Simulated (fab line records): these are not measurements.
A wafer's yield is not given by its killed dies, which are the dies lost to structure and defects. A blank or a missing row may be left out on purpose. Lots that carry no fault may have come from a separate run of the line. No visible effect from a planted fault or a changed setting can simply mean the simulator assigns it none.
Comparing a struck lot with a sound one    flow rit cmos    14 out of 202 route steps
Sound: the wafers L140.3, L140.4, L140.6. Struck: wafers L156.2, L156.3, L156.6. The cause is named last.
Per side, at each step with rows, come the tool, then ch with its chambers, and then its first start. Under that, the readings that differ: sound wafers    struck wafers    difference of the means    sigmas: that difference in standard deviations of wafers without a fault.
alike: readings with means less than 2 such deviations apart, plus words and numbers identical on both sides. not compared: withheld readings, readings lacking a value on some wafer, bounds such as >300 that could conceal the same value, and numbers that have no deviation in the record and whose values overlap.
The two part at a step that has a row with sigmas, a row that says differs or no value, or rows on one side only. Numbers that have no deviation but don't overlap get no sigmas and don't part them. A reading missing from all wafers of one side parts the sides only when that side holds two or more wafers.

first, 1 step without rows for these wafers: RIT_NSD_IMPLANT_08.
RIT_NSD_STRIP_09: strips in O2, time 180 s.
  sound on plasma asher-02 ch 0,1, day 3 20:47; struck on plasma asher-02 ch 1, day 7 03:02
  alike: chamber pressure mTorr, drypump motor current A, run length s
  not compared: rf hours counter h
RIT_NSD_TW_MEAS_10:
  sound on film metro-04 at day 3 20:56; struck on film metro-03 at day 7 03:13
  alike: NSD_TW
then, 6 steps without rows for these wafers: RIT_PSD_HMDS_00 (prime time 60 s); RIT_PSD_COAT_01 (resist thk 1000 nm); RIT_PSD_SOFTBAKE_02 (time 60 s); RIT_PSD_EXPOSE_03 (exposes mask M10, target cd 40900 nm); RIT_PSD_PEB_04; RIT_PSD_DEVELOP_05 (develop time 50 s).
RIT_PSD_OVL_MEAS_06:
  sound on overlay-01 at day 3 21:58; struck on overlay-01 at day 7 04:14
  alike: PSD_OVL
then, 2 steps without rows for these wafers: RIT_PSD_HARDBAKE_07 (time 60 s); RIT_PSD_IMPLANT_08.
RIT_PSD_STRIP_09: strips in O2, time 180 s.
  sound on plasma asher-04 ch 0,1, day 3 22:20; struck on plasma asher-01 ch 0,1, day 7 04:34
reading                                   sound              struck             difference  sigmas
run length s (s)                          208.2 208.2 208.1  117.5 117.4 117.3  -90.8       -99 or more
model.NOVOLAK_of_PSD_COAT_01.thk nm (nm)  0 0 0              186.9 186.7 185.3  +186.3      
  alike: chamber pressure mTorr, drypump motor current A
  not compared: rf hours counter h
RIT_PSD_TW_MEAS_10:
  sound on film metro-04 at day 3 22:29; struck on film metro-02 at day 7 04:46
  alike: PSD_TW

== WHERE THEY PART ==
RIT_PSD_STRIP_09 only, going by this record. Later steps at which nothing parts them and some readings are alike: RIT_PSD_TW_MEAS_10.

WHY: what the simulator had put in
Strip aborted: plasma asher-01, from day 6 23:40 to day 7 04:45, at RIT_PSD_STRIP_09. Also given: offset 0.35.
